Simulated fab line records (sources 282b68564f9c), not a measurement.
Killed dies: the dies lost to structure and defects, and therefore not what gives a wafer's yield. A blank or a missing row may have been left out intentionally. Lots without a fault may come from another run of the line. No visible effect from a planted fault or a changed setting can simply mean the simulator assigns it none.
fab line records + flow ritCmos
record
- lots=15
- wafers=45
- lastDay=7
route steps=202 shown M1@184
lots that met no fault: from a run of the same line without faults
startH: hours from the record's opening day to when the first of the lot's shown wafers began + waitH: time in hours since the lot's previous step + " as in the row above + L1.1+2: a single row standing in for several wafers + - no value present, or no start provided + * or withheld: withheld + < > ~ a bound
route shown NAME@n: a module of which the file shows steps, and the number in the route of the first + usual: average and standard deviation across the fault-free wafers + same: alike in all rows + chamber/n: place in a boat + sites: readings site by site + _std_site: the standard deviation of these + _edge_site: inner sites' mean taken away from outer sites' mean + radiusMm: for every site, how far away it sits from the centre of the wafer + mask NAME#n: copy n + behind: the most recent tool/chamber to have shaped the wafer + hold: the reason the lot was held/the length of the hold in hours/how it ended + device: the transistor (n, p or np) that didn't switch + end of line: the route-end tests of the same wafers + step lacking rows: just its recipe + killed: not the wafer's yield, but the dies lost to structure and defects at the first sort + map: a wafer's dies, x killed, . not, _ none there
set.NAME: the setting as run; set.NAME@STEP: as run at that earlier step + model.NAME: the simulator's own value behind a step, which no gauge read
route steps across a sampled set of lots; one table per step, one row per wafer
services: from which hour (startH, from the record's first day; less than 0 if before it) a tool's chamber was out of use, for how many hours, and why
## steps
# step RIT_M1_SPUTTER_00
# recipe
- material=Al
- targetThkNm=400
- powerW=2000
- chamberPressurePa=0.4
- gas=Ar
- timeS=500
- substrateTempC=25
# usual
- cathodeDcPowerW=1999.9/0.36
- chamberPressurePa=0.4000/0.00076
- throttleValvePct=30.1/0.58
| lot.wafer | tool          | chamber | startH | waitH | cathodeDcPowerW | chamberPressurePa | throttleValvePct |
|-----------|---------------|---------|--------|-------|-----------------|-------------------|------------------|
| L363.4    | pvdSputter-02 | -       | 60.91  | 0.0   | 2000.0          | 0.4008            | 29.3             |
| L363.5    | "             | -       | "      | "     | 2000.5          | 0.3995            | 29.1             |
| L363.6    | "             | -       | "      | "     | 1999.8          | 0.3998            | 30.1             |
| L364.2    | pvdSputter-03 | -       | 66.79  | 0.0   | 2000.5          | 0.4007            | 30.1             |
| L364.5    | "             | -       | "      | "     | 2000.4          | 0.3991            | 30.6             |
| L364.6    | "             | -       | "      | "     | 2000.0          | 0.3995            | 30.1             |
| L366.3    | pvdSputter-02 | -       | 70.38  | 0.0   | 2000.4          | 0.4003            | 29.7             |
| L366.4    | "             | -       | "      | "     | 1999.7          | 0.4000            | 28.9             |
| L366.6    | "             | -       | "      | "     | 1999.4          | 0.3995            | 30.2             |
| L371.1    | pvdSputter-02 | -       | 98.15  | 0.0   | 2000.0          | 0.4013            | 28.9             |
| L371.3    | "             | -       | "      | "     | 2000.1          | 0.4000            | 30.2             |
| L371.6    | "             | -       | "      | "     | 1999.8          | 0.4012            | 29.1             |
| L372.2    | pvdSputter-03 | -       | 105.91 | 0.0   | -               | -                 | -                |
| L372.5    | "             | -       | "      | "     | -               | -                 | -                |
| L372.6    | "             | -       | "      | "     | -               | -                 | -                |
| L373.1    | pvdSputter-02 | -       | 108.90 | 0.0   | -               | -                 | -                |
| L373.3    | "             | -       | "      | "     | -               | -                 | -                |
| L373.4    | "             | -       | "      | "     | -               | -                 | -                |
| L374.2    | pvdSputter-03 | -       | 114.86 | 0.0   | -               | -                 | -                |
| L374.4    | "             | -       | "      | "     | -               | -                 | -                |
| L374.6    | "             | -       | "      | "     | -               | -                 | -                |
| L375.1    | pvdSputter-02 | -       | 118.30 | 0.0   | 2000.2          | 0.4016            | 29.7             |
| L375.3    | "             | -       | "      | "     | 1999.5          | 0.3987            | 29.2             |
| L375.5    | "             | -       | "      | "     | 1999.0          | 0.3982            | 28.9             |
| L376.1    | pvdSputter-03 | -       | 121.21 | 0.0   | 1999.7          | 0.4003            | 29.7             |
| L376.4    | "             | -       | "      | "     | 1999.9          | 0.3985            | 30.0             |
| L376.5    | "             | -       | "      | "     | 1999.9          | 0.4006            | 30.4             |
| L378.2    | pvdSputter-03 | -       | 133.01 | 0.0   | 1999.3          | 0.3993            | 30.0             |
| L378.3    | "             | -       | "      | "     | 1999.8          | 0.4007            | 30.0             |
| L378.4    | "             | -       | "      | "     | 1999.5          | 0.4017            | 30.2             |
| L379.1    | pvdSputter-02 | -       | 139.10 | 0.0   | 1999.9          | 0.4002            | 29.8             |
| L379.2    | "             | -       | "      | "     | 2000.2          | 0.3995            | 30.0             |
| L379.6    | "             | -       | "      | "     | 2000.4          | 0.4010            | 29.4             |
| L380.1    | pvdSputter-03 | -       | 140.23 | 0.0   | 2000.8          | 0.3987            | 29.7             |
| L380.2    | "             | -       | "      | "     | 1999.5          | 0.4000            | 30.6             |
| L380.5    | "             | -       | "      | "     | 2000.3          | 0.4015            | 30.2             |
| L383.2    | pvdSputter-02 | -       | 159.10 | 0.0   | 2000.0          | 0.3995            | 30.2             |
| L383.4    | "             | -       | "      | "     | 2000.0          | 0.3986            | 29.5             |
| L383.5    | "             | -       | "      | "     | 1999.8          | 0.4002            | 29.0             |
| L384.2    | pvdSputter-03 | -       | 161.59 | 0.0   | 1999.7          | 0.4007            | 30.8             |
| L384.3    | "             | -       | "      | "     | 2000.2          | 0.4003            | 30.3             |
| L384.6    | "             | -       | "      | "     | 1999.8          | 0.3998            | 30.1             |
| L386.1    | pvdSputter-03 | -       | 173.35 | 0.0   | 1999.5          | 0.3994            | 30.7             |
| L386.3    | "             | -       | "      | "     | 2000.1          | 0.3993            | 29.9             |
| L386.4    | "             | -       | "      | "     | 2000.4          | 0.3989            | 30.3             |
# step RIT_M1_RS_MEAS_01
# recipe
- thkMeasGauge=four-point-probe
- reads=Al_of_M1_SPUTTER_00
# usual
- M1_AL_RS=0.0731/0.00081
| lot.wafer | tool         | chamber | startH | waitH | M1_AL_RS[ohm/sq] |
|-----------|--------------|---------|--------|-------|------------------|
| L363.4    | filmMetro-02 | -       | 61.27  | 0.2   | 0.0740           |
| L363.5    | "            | -       | "      | "     | 0.0748           |
| L363.6    | "            | -       | "      | "     | 0.0746           |
| L364.2    | filmMetro-03 | -       | 67.13  | 0.2   | 0.0737           |
| L364.5    | "            | -       | "      | "     | 0.0736           |
| L364.6    | "            | -       | "      | "     | 0.0744           |
| L366.3    | filmMetro-02 | -       | 70.72  | 0.2   | 0.0725           |
| L366.4    | "            | -       | "      | "     | 0.0725           |
| L366.6    | "            | -       | "      | "     | 0.0727           |
| L371.1    | filmMetro-04 | -       | 98.45  | 0.1   | 0.0729           |
| L371.3    | "            | -       | "      | "     | 0.0735           |
| L371.6    | "            | -       | "      | "     | 0.0737           |
| L372.2    | filmMetro-02 | -       | 106.22 | 0.2   | -                |
| L372.5    | "            | -       | "      | "     | -                |
| L372.6    | "            | -       | "      | "     | -                |
| L373.1    | filmMetro-04 | -       | 109.20 | 0.1   | -                |
| L373.3    | "            | -       | "      | "     | -                |
| L373.4    | "            | -       | "      | "     | -                |
| L374.2    | filmMetro-02 | -       | 115.17 | 0.2   | -                |
| L374.4    | "            | -       | "      | "     | -                |
| L374.6    | "            | -       | "      | "     | -                |
| L375.1    | filmMetro-04 | -       | 118.60 | 0.1   | 0.0721           |
| L375.3    | "            | -       | "      | "     | 0.0730           |
| L375.5    | "            | -       | "      | "     | 0.0730           |
| L376.1    | filmMetro-04 | -       | 121.50 | 0.1   | 0.0717           |
| L376.4    | "            | -       | "      | "     | 0.0716           |
| L376.5    | "            | -       | "      | "     | 0.0719           |
| L378.2    | filmMetro-02 | -       | 133.33 | 0.2   | 0.0743           |
| L378.3    | "            | -       | "      | "     | 0.0741           |
| L378.4    | "            | -       | "      | "     | 0.0731           |
| L379.1    | filmMetro-03 | -       | 139.39 | 0.1   | 0.0741           |
| L379.2    | "            | -       | "      | "     | 0.0734           |
| L379.6    | "            | -       | "      | "     | 0.0741           |
| L380.1    | filmMetro-02 | -       | 140.52 | 0.1   | 0.0737           |
| L380.2    | "            | -       | "      | "     | 0.0730           |
| L380.5    | "            | -       | "      | "     | 0.0738           |
| L383.2    | filmMetro-03 | -       | 159.42 | 0.2   | 0.0719           |
| L383.4    | "            | -       | "      | "     | 0.0723           |
| L383.5    | "            | -       | "      | "     | 0.0726           |
| L384.2    | filmMetro-03 | -       | 161.90 | 0.2   | 0.0735           |
| L384.3    | "            | -       | "      | "     | 0.0745           |
| L384.6    | "            | -       | "      | "     | 0.0739           |
| L386.1    | filmMetro-03 | -       | 173.65 | 0.1   | 0.0734           |
| L386.3    | "            | -       | "      | "     | 0.0747           |
| L386.4    | "            | -       | "      | "     | 0.0737           |
# step RIT_M1_THK_MEAS_02
# recipe
- thkMeasGauge=xrf
- reads=Al_of_M1_SPUTTER_00
# usual
- M1_AL_THK=400/4.6
| lot.wafer | tool         | chamber | startH | waitH | M1_AL_THK[nm] |
|-----------|--------------|---------|--------|-------|---------------|
| L363.4    | filmMetro-02 | -       | 61.36  | 0.1   | 398           |
| L363.5    | "            | -       | "      | "     | 392           |
| L363.6    | "            | -       | "      | "     | 389           |
| L364.2    | filmMetro-03 | -       | 67.24  | 0.1   | 401           |
| L364.5    | "            | -       | "      | "     | 398           |
| L364.6    | "            | -       | "      | "     | 397           |
| L366.3    | filmMetro-02 | -       | 70.82  | 0.1   | 405           |
| L366.4    | "            | -       | "      | "     | 404           |
| L366.6    | "            | -       | "      | "     | 403           |
| L371.1    | filmMetro-04 | -       | 98.57  | 0.1   | 403           |
| L371.3    | "            | -       | "      | "     | 400           |
| L371.6    | "            | -       | "      | "     | 397           |
| L372.2    | filmMetro-02 | -       | 106.33 | 0.1   | <0            |
| L372.5    | "            | -       | "      | "     | <0            |
| L372.6    | "            | -       | "      | "     | <0            |
| L373.1    | filmMetro-04 | -       | 109.32 | 0.1   | <0            |
| L373.3    | "            | -       | "      | "     | <0            |
| L373.4    | "            | -       | "      | "     | <0            |
| L374.2    | filmMetro-02 | -       | 115.28 | 0.1   | <0            |
| L374.4    | "            | -       | "      | "     | <0            |
| L374.6    | "            | -       | "      | "     | <0            |
| L375.1    | filmMetro-04 | -       | 118.72 | 0.1   | 407           |
| L375.3    | "            | -       | "      | "     | 403           |
| L375.5    | "            | -       | "      | "     | 405           |
| L376.1    | filmMetro-04 | -       | 121.62 | 0.1   | 407           |
| L376.4    | "            | -       | "      | "     | 405           |
| L376.5    | "            | -       | "      | "     | 406           |
| L378.2    | filmMetro-02 | -       | 133.44 | 0.1   | 390           |
| L378.3    | "            | -       | "      | "     | 391           |
| L378.4    | "            | -       | "      | "     | 398           |
| L379.1    | filmMetro-03 | -       | 139.51 | 0.1   | 397           |
| L379.2    | "            | -       | "      | "     | 402           |
| L379.6    | "            | -       | "      | "     | 395           |
| L380.1    | filmMetro-02 | -       | 140.64 | 0.1   | 395           |
| L380.2    | "            | -       | "      | "     | 398           |
| L380.5    | "            | -       | "      | "     | 398           |
| L383.2    | filmMetro-03 | -       | 159.53 | 0.1   | 407           |
| L383.4    | "            | -       | "      | "     | 408           |
| L383.5    | "            | -       | "      | "     | 404           |
| L384.2    | filmMetro-03 | -       | 162.01 | 0.1   | 399           |
| L384.3    | "            | -       | "      | "     | 395           |
| L384.6    | "            | -       | "      | "     | 398           |
| L386.1    | filmMetro-03 | -       | 173.77 | 0.1   | 402           |
| L386.3    | "            | -       | "      | "     | 394           |
| L386.4    | "            | -       | "      | "     | 402           |
# step RIT_M1_BOW_MEAS_16
# recipe
- mode=bow
# usual
- M1_BOW=17/6.7
| lot.wafer | tool         | chamber | startH | waitH | M1_BOW[um] |
|-----------|--------------|---------|--------|-------|------------|
| L363.4    | filmMetro-04 | -       | 64.88  | 0.1   | 19         |
| L363.5    | "            | -       | "      | "     | 27         |
| L363.6    | "            | -       | "      | "     | 16         |
| L364.2    | filmMetro-03 | -       | 70.75  | 0.0   | 3          |
| L364.5    | "            | -       | "      | "     | 13         |
| L364.6    | "            | -       | "      | "     | 11         |
| L366.3    | filmMetro-02 | -       | 75.71  | 0.0   | 6          |
| L366.4    | "            | -       | "      | "     | 5          |
| L366.6    | "            | -       | "      | "     | 17         |
| L371.1    | filmMetro-02 | -       | 102.19 | 0.0   | 4          |
| L371.3    | "            | -       | "      | "     | 5          |
| L371.6    | "            | -       | "      | "     | 17         |
| L372.2    | filmMetro-03 | -       | 109.99 | 0.0   | 36         |
| L372.5    | "            | -       | "      | "     | 38         |
| L372.6    | "            | -       | "      | "     | 41         |
| L373.1    | filmMetro-02 | -       | 112.95 | 0.0   | 40         |
| L373.3    | "            | -       | "      | "     | 33         |
| L373.4    | "            | -       | "      | "     | 31         |
| L374.2    | filmMetro-03 | -       | 119.08 | 0.0   | 25         |
| L374.4    | "            | -       | "      | "     | 45         |
| L374.6    | "            | -       | "      | "     | 38         |
| L375.1    | filmMetro-02 | -       | 122.20 | 0.0   | 13         |
| L375.3    | "            | -       | "      | "     | 8          |
| L375.5    | "            | -       | "      | "     | 16         |
| L376.1    | filmMetro-02 | -       | 125.12 | 0.0   | 22         |
| L376.4    | "            | -       | "      | "     | 34         |
| L376.5    | "            | -       | "      | "     | 26         |
| L378.2    | filmMetro-02 | -       | 137.19 | 0.0   | 21         |
| L378.3    | "            | -       | "      | "     | 24         |
| L378.4    | "            | -       | "      | "     | 14         |
| L379.1    | filmMetro-04 | -       | 143.11 | 0.0   | 22         |
| L379.2    | "            | -       | "      | "     | 15         |
| L379.6    | "            | -       | "      | "     | 16         |
| L380.1    | filmMetro-02 | -       | 144.61 | 0.0   | 17         |
| L380.2    | "            | -       | "      | "     | 18         |
| L380.5    | "            | -       | "      | "     | 22         |
| L383.2    | filmMetro-04 | -       | 163.14 | 0.0   | 8          |
| L383.4    | "            | -       | "      | "     | 20         |
| L383.5    | "            | -       | "      | "     | 9          |
| L384.2    | filmMetro-03 | -       | 165.63 | 0.0   | 24         |
| L384.3    | "            | -       | "      | "     | 19         |
| L384.6    | "            | -       | "      | "     | 18         |
| L386.1    | filmMetro-03 | -       | 177.37 | 0.0   | 8          |
| L386.3    | "            | -       | "      | "     | 22         |
| L386.4    | "            | -       | "      | "     | 18         |
# step RIT_M1_PROBE_99
# usual
- defectLimitedYield=97.4/1.2
- killed_at_M0_to_M3=0.0/0.12
- killedAtContacts=0.1/0.27
- killedAtFrontEnd=7/3.1
- killedDies=7/3.1
- killedOnRim=1.8/1.5
- killedOpen=3.3/2.1
- killedShort=3.5/2
- sort_bin_3_pad_short=0.1/0.21
- sort_bin_5_function=1.5/0.83
- sort_bin_6_memory=1.0/0.65
- sortNPass=257/3.1
- sortYieldPct=97.4/1.2
# same
- grossDies=264
- killed_at_M4_up=0
- killedAtBackSide=0
- killedAtOther=0
| lot.wafer | tool      | chamber | startH | waitH | defectLimitedYield[%] | killed_at_M0_to_M3 | killedAtContacts | killedAtFrontEnd | killedDies | killedOnRim | killedOpen | killedShort | sort_bin_3_pad_short[%] | sort_bin_5_function[%] | sort_bin_6_memory[%] | sortNPass | sortYieldPct[%] |
|-----------|-----------|---------|--------|-------|-----------------------|--------------------|------------------|------------------|------------|-------------|------------|-------------|-------------------------|------------------------|----------------------|-----------|-----------------|
| L364.2    | prober-01 | -       | 70.90  | 0.1   | 97.7                  | 0                  | 1                | 5                | 6          | 0           | 3          | 3           | 0                       | 1.1                    | 1.1                  | 258       | 97.7            |
| L364.5    | prober-01 | -       | 71.05  | 0.2   | 97.0                  | 0                  | 0                | 8                | 8          | 1           | 5          | 3           | 0.8                     | 1.9                    | 0.4                  | 256       | 97.0            |
| L364.6    | prober-01 | -       | 71.10  | 0.2   | 97.7                  | 0                  | 0                | 6                | 6          | 1           | 4          | 2           | 0                       | 1.9                    | 0.4                  | 258       | 97.7            |
| L371.1    | prober-02 | -       | 102.31 | 0.1   | 96.6                  | 0                  | 0                | 9                | 9          | 6           | 5          | 4           | 0                       | 1.5                    | 1.9                  | 255       | 96.6            |
| L371.3    | prober-02 | -       | 102.41 | 0.2   | 97.3                  | 0                  | 0                | 7                | 7          | 3           | 3          | 4           | 0                       | 1.1                    | 1.5                  | 257       | 97.3            |
| L371.6    | prober-02 | -       | 102.56 | 0.2   | 96.2                  | 0                  | 0                | 10               | 10         | 1           | 4          | 6           | 0                       | 2.7                    | 1.1                  | 254       | 96.2            |
| L372.2    | prober-01 | -       | 110.14 | 0.1   | 0                     | 263                | 0                | 1                | 264        | 70          | 1          | 0           | 28.0                    | 70.5                   | 1.5                  | 0         | 0               |
| L372.5    | prober-01 | -       | 110.29 | 0.2   | 0                     | 262                | 0                | 2                | 264        | 70          | 1          | 1           | 23.1                    | 73.1                   | 3.8                  | 0         | 0               |
| L372.6    | prober-01 | -       | 110.34 | 0.2   | 0                     | 264                | 0                | 0                | 264        | 70          | 0          | 0           | 22.7                    | 73.9                   | 3.4                  | 0         | 0               |
| L373.1    | prober-02 | -       | 113.07 | 0.1   | 0                     | 263                | 0                | 1                | 264        | 70          | 0          | 1           | 24.6                    | 71.6                   | 3.8                  | 0         | 0               |
| L373.3    | prober-02 | -       | 113.17 | 0.2   | 0                     | 263                | 0                | 1                | 264        | 70          | 0          | 1           | 23.9                    | 72.0                   | 4.2                  | 0         | 0               |
| L373.4    | prober-02 | -       | 113.22 | 0.2   | 0                     | 263                | 0                | 1                | 264        | 70          | 0          | 1           | 20.1                    | 78.4                   | 1.5                  | 0         | 0               |
| L374.2    | prober-01 | -       | 119.23 | 0.1   | 0                     | 264                | 0                | 0                | 264        | 70          | 0          | 0           | 23.5                    | 74.2                   | 2.3                  | 0         | 0               |
| L374.4    | prober-01 | -       | 119.33 | 0.2   | 0                     | 262                | 0                | 2                | 264        | 70          | 1          | 1           | 18.9                    | 78.4                   | 2.7                  | 0         | 0               |
| L374.6    | prober-01 | -       | 119.43 | 0.2   | 0                     | 262                | 0                | 2                | 264        | 70          | 1          | 1           | 26.1                    | 70.8                   | 3.0                  | 0         | 0               |
| L376.1    | prober-01 | -       | 125.24 | 0.1   | 98.1                  | 0                  | 0                | 5                | 5          | 1           | 4          | 1           | 0                       | 1.5                    | 0.4                  | 259       | 98.1            |
| L376.4    | prober-01 | -       | 125.39 | 0.2   | 97.3                  | 0                  | 1                | 6                | 7          | 2           | 2          | 5           | 0.4                     | 0.4                    | 1.9                  | 257       | 97.3            |
| L376.5    | prober-01 | -       | 125.44 | 0.2   | 99.2                  | 0                  | 0                | 2                | 2          | 0           | 0          | 2           | 0                       | 0.8                    | 0                    | 262       | 99.2            |
| L378.2    | prober-01 | -       | 137.34 | 0.1   | 97.7                  | 0                  | 0                | 6                | 6          | 0           | 3          | 3           | 0.4                     | 1.9                    | 0                    | 258       | 97.7            |
| L378.3    | prober-01 | -       | 137.39 | 0.2   | 97.0                  | 0                  | 0                | 8                | 8          | 3           | 4          | 4           | 0                       | 1.9                    | 1.1                  | 256       | 97.0            |
| L378.4    | prober-01 | -       | 137.44 | 0.2   | 96.6                  | 0                  | 0                | 9                | 9          | 3           | 6          | 3           | 0                       | 1.5                    | 1.9                  | 255       | 96.6            |
| L380.1    | prober-01 | -       | 144.73 | 0.1   | 97.3                  | 0                  | 0                | 7                | 7          | 3           | 5          | 2           | 0                       | 1.5                    | 1.1                  | 257       | 97.3            |
| L380.2    | prober-01 | -       | 144.78 | 0.1   | 97.3                  | 0                  | 0                | 7                | 7          | 1           | 3          | 4           | 0.4                     | 1.5                    | 0.8                  | 257       | 97.3            |
| L380.5    | prober-01 | -       | 144.93 | 0.2   | 97.0                  | 0                  | 0                | 8                | 8          | 3           | 2          | 6           | 0                       | 1.9                    | 1.1                  | 256       | 97.0            |
| L383.2    | prober-01 | -       | 163.29 | 0.1   | 97.3                  | 0                  | 0                | 7                | 7          | 4           | 2          | 5           | 0                       | 1.9                    | 0.8                  | 257       | 97.3            |
| L383.4    | prober-01 | -       | 163.39 | 0.2   | 97.3                  | 0                  | 0                | 7                | 7          | 1           | 6          | 1           | 0                       | 0.8                    | 1.9                  | 257       | 97.3            |
| L383.5    | prober-01 | -       | 163.44 | 0.2   | 95.8                  | 0                  | 0                | 11               | 11         | 3           | 4          | 7           | 0                       | 1.9                    | 2.3                  | 253       | 95.8            |
| L384.2    | prober-02 | -       | 165.78 | 0.1   | 97.7                  | 0                  | 0                | 6                | 6          | 4           | 4          | 2           | 0.4                     | 1.1                    | 0.8                  | 258       | 97.7            |
| L384.3    | prober-02 | -       | 165.83 | 0.2   | 95.5                  | 0                  | 0                | 12               | 12         | 2           | 8          | 4           | 0                       | 3.4                    | 1.1                  | 252       | 95.5            |
| L384.6    | prober-02 | -       | 165.98 | 0.2   | 98.1                  | 0                  | 0                | 5                | 5          | 0           | 0          | 5           | 0.4                     | 0.8                    | 0.8                  | 259       | 98.1            |
# killed by level:class
L364.2 FOX1:geometricParticle:short=1 FOX2:geometricParticle:open=1 GATE:geometricParticle:open=1 SILICIDE:geometricParticle:short=1 SILICIDE:geometricParticle:open=1 CONTACT:geometricParticle:short=1
L364.5 GATE:geometricParticle:open=4 GATE:geometricParticle:short=2 SILICIDE:geometricParticle:short=1 SILICIDE:geometricParticle:open=1
L364.6 SILICIDE:geometricParticle:open=2 SILICIDE:geometricParticle:short=1 GATE:geometricParticle:open=1 REOX:geometricParticle:short=1 SPACER:geometricParticle:open=1
L371.1 GATE:geometricParticle:short=3 REOX:geometricParticle:open=2 FOX2:geometricParticle:open=1 REOX:geometricParticle:short=1 SPACER:geometricParticle:open=1 SILICIDE:geometricParticle:open=1
L371.3 FOX1:geometricParticle:short=3 REOX:geometricParticle:open=2 FOX1:geometricParticle:open=1 SPACER:geometricParticle:short=1
L371.6 FOX1:geometricParticle:short=3 SPACER:geometricParticle:open=2 FOX1:geometricParticle:open=1 GATE:geometricParticle:open=1 GATE:geometricParticle:short=1 REOX:geometricParticle:short=1 SPACER:geometricParticle:short=1
L372.2 M1:lostPattern=262 REOX:geometricParticle:open=1 M1:areaSputter=1
L372.5 M1:lostPattern=260 M1:areaSputter=2 FOX2:geometricParticle:short=1 GATE:geometricParticle:open=1
L372.6 M1:lostPattern=262 M1:areaSputter=2
L373.1 M1:lostPattern=263 GATE:geometricParticle:short=1
L373.3 M1:lostPattern=260 M1:areaSputter=3 FOX1:geometricParticle:short=1
L373.4 M1:lostPattern=260 M1:areaSputter=3 GATE:geometricParticle:short=1
L374.2 M1:lostPattern=262 M1:areaSputter=2
L374.4 M1:lostPattern=261 FOX2:geometricParticle:short=1 SILICIDE:geometricParticle:open=1 M1:areaSputter=1
L374.6 M1:lostPattern=260 M1:areaSputter=2 FOX1:geometricParticle:open=1 FOX1:geometricParticle:short=1
L376.1 REOX:geometricParticle:open=3 GATE:geometricParticle:open=1 REOX:geometricParticle:short=1
L376.4 GATE:geometricParticle:short=2 GATE:geometricParticle:open=2 REOX:geometricParticle:short=1 SILICIDE:geometricParticle:short=1 CONTACT:geometricParticle:short=1
L376.5 FOX1:geometricParticle:short=1 GATE:geometricParticle:short=1
L378.2 FOX2:geometricParticle:short=2 FOX1:geometricParticle:open=1 GATE:geometricParticle:short=1 GATE:geometricParticle:open=1 REOX:geometricParticle:open=1
L378.3 GATE:geometricParticle:short=2 FOX1:geometricParticle:short=1 FOX2:geometricParticle:open=1 GATE:geometricParticle:open=1 REOX:geometricParticle:short=1 REOX:geometricParticle:open=1 SILICIDE:geometricParticle:open=1
L378.4 GATE:geometricParticle:open=3 GATE:geometricParticle:short=2 FOX2:geometricParticle:open=1 REOX:geometricParticle:open=1 SILICIDE:geometricParticle:open=1 SILICIDE:geometricParticle:short=1
L380.1 GATE:geometricParticle:open=3 FOX1:geometricParticle:short=1 FOX1:geometricParticle:open=1 FOX2:geometricParticle:short=1 FOX2:geometricParticle:open=1
L380.2 GATE:geometricParticle:short=4 FOX1:geometricParticle:open=2 GATE:geometricParticle:open=1
L380.5 GATE:geometricParticle:short=3 REOX:geometricParticle:short=3 GATE:geometricParticle:open=2
L383.2 GATE:geometricParticle:short=3 FOX1:geometricParticle:short=2 REOX:geometricParticle:open=1 SILICIDE:geometricParticle:open=1
L383.4 FOX1:geometricParticle:open=3 GATE:geometricParticle:open=2 REOX:geometricParticle:short=1 SILICIDE:geometricParticle:open=1
L383.5 FOX2:geometricParticle:open=2 FOX2:geometricParticle:short=2 REOX:geometricParticle:short=2 FOX1:geometricParticle:short=1 GATE:geometricParticle:open=1 GATE:geometricParticle:short=1 REOX:geometricParticle:open=1 SILICIDE:geometricParticle:short=1
L384.2 GATE:geometricParticle:short=2 SPACER:geometricParticle:open=2 FOX1:geometricParticle:open=1 GATE:geometricParticle:open=1
L384.3 GATE:geometricParticle:open=4 SPACER:geometricParticle:open=3 SPACER:geometricParticle:short=2 FOX1:geometricParticle:short=1 GATE:geometricParticle:short=1 SILICIDE:geometricParticle:open=1
L384.6 GATE:geometricParticle:short=4 FOX1:geometricParticle:short=1
## services
| tool          | chamber | startH | hours | kind   |
|---------------|---------|--------|-------|--------|
| pvdSputter-02 | -       | 85.12  | 10.3  | repair |
| pvdSputter-03 | -       | 133.95 | 0.5   | repair |
## key
firstSign
- step=RIT_M1_SPUTTER_00
- reading=toolRecord
- direction=missing
effect
- step=RIT_M1_RS_MEAS_01
- reading=M1_AL_RS
- direction=missing
effect
- step=RIT_M1_THK_MEAS_02
- reading=M1_AL_THK
- direction=down
- sigmas=87
- usual=400
- struck=<0
effect
- step=RIT_M1_BOW_MEAS_16
- reading=M1_BOW
- direction=up
- sigmas=2.9
- usual=17
- struck=36
effect
- step=RIT_M1_PROBE_99
- reading=killed_at_M0_to_M3
- direction=up
- sigmas=99+
- usual=0.0
- struck=262.9
metAt RIT_M1_SPUTTER_00
struckLots L372,L373,L374
laterRowsLeftOut L372.2,L372.5,L372.6,L373.1,L373.3,L373.4,L374.2,L374.4,L374.6
onsetBetween 98.15 105.91
fault
- kind=skippedStepWhole
- tool=pvdSputter-02,pvdSputter-03
- chamber=-
- onsetH=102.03
- steps=RIT_M1_SPUTTER_00
- scope=struckLotsOnly
# laterRowsLeftOut: the simulator's readings of these wafers behind a module that went badly wrong aren't trusted and aren't shown, but for the sort
